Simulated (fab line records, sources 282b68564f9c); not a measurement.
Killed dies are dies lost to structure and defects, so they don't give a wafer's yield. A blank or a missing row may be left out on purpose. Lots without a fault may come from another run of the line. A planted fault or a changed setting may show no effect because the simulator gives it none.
Split-lot experiment | flow rit_cmos | 2 lots, 8 wafers read, on a route of 202 steps

THE SPLIT
At RIT_SILICIDE_WET_ETCH_00 (etches SiO2 in BOE, target depth 14 nm, time 15 s), the setting time_s was moved away from the recipe's 15 s on 5 of the 8 wafers read, by +8.3%. The other wafers ran this setting at the recipe's value.

FROM THE SPLIT TO THE READING: what the file shows between them, 8 steps
- RIT_CONTACT_CVD_00: deposits SiO2 from TEOS, target thk 400 nm, time 61 s (also split here: time_s)
- RIT_CONTACT_THK_MEAS_01
- RIT_M1_COAT_04: resist thk 1300 nm (also split here: spin_rpm)
- RIT_M1_EXPOSE_06: exposes mask M12, target cd 2600 nm (also split here: dose_mj)
- RIT_M1_PEB_07
- RIT_M1_DEVELOP_08: develop time 69.88 s
- RIT_M1_CD_MEAS_09: target cd 2600 nm
- RIT_M1_HARDBAKE_11: time 120 s (also split here: temp_c)

THE READING
etest.pplus_sal.width_nm (the simulator's own value, which no gauge read), in nm, at RIT_M1_PROBE_99. The file gives no usual value for it. The 3 wafers here that ran the recipe average 3463 nm, standard deviation 21 nm.

wafer  | tool, chamber at the split | time_s as run, s | against the recipe | etest.pplus_sal.width_nm, nm | against lot-mates on the recipe
L079.1 | -, -                       | 16.24            | +8.3%              | 3367                         | no lot-mate on the recipe
L079.2 | -, -                       | 16.24            | +8.3%              | 3375                         | no lot-mate on the recipe
L079.3 | -, -                       | 16.24            | +8.3%              | 3375                         | no lot-mate on the recipe
L079.4 | -, -                       | 16.24            | +8.3%              | 3356                         | no lot-mate on the recipe
L079.5 | -, -                       | 16.24            | +8.3%              | 3362                         | no lot-mate on the recipe
L081.2 | wet_bench-02, 2            | 15               | recipe             | 3485                         | -
L081.4 | wet_bench-02, 2            | 15               | recipe             | 3435                         | -
L081.5 | wet_bench-02, 2            | 15               | recipe             | 3470                         | -

THE FIT
A straight line over all 8 wafers: etest.pplus_sal.width_nm changes by -11.7 nm for each +1% of time_s; r = -0.96; the points scatter about the line by 16 nm.
Too few moved wafers have a lot-mate on the recipe to fit a line with each lot's own level taken away.

THE WHOLE CHAIN: every reading that the file lists as answering this split, in the file's order
step            | what it does | reading                                                                        | change (the file's fit)              | r (the file's)
RIT_M1_PROBE_99 |              | etest.pmos_turned.r_on_ohm_um (the simulator's own value, which no gauge read) | -61.9 for each +1% of the setting    | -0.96
RIT_M1_PROBE_99 |              | etest.pmos_0p15.r_on_ohm_um (the simulator's own value, which no gauge read)   | -50.2 for each +1% of the setting    | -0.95
RIT_M1_PROBE_99 |              | etest.pplus_sal.width_nm (the simulator's own value, which no gauge read)      | -11.7 nm for each +1% of the setting | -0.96

THE FILE'S OWN FIT
etest.pplus_sal.width_nm changes by -11.7 nm for each +1% of time_s, r = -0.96.
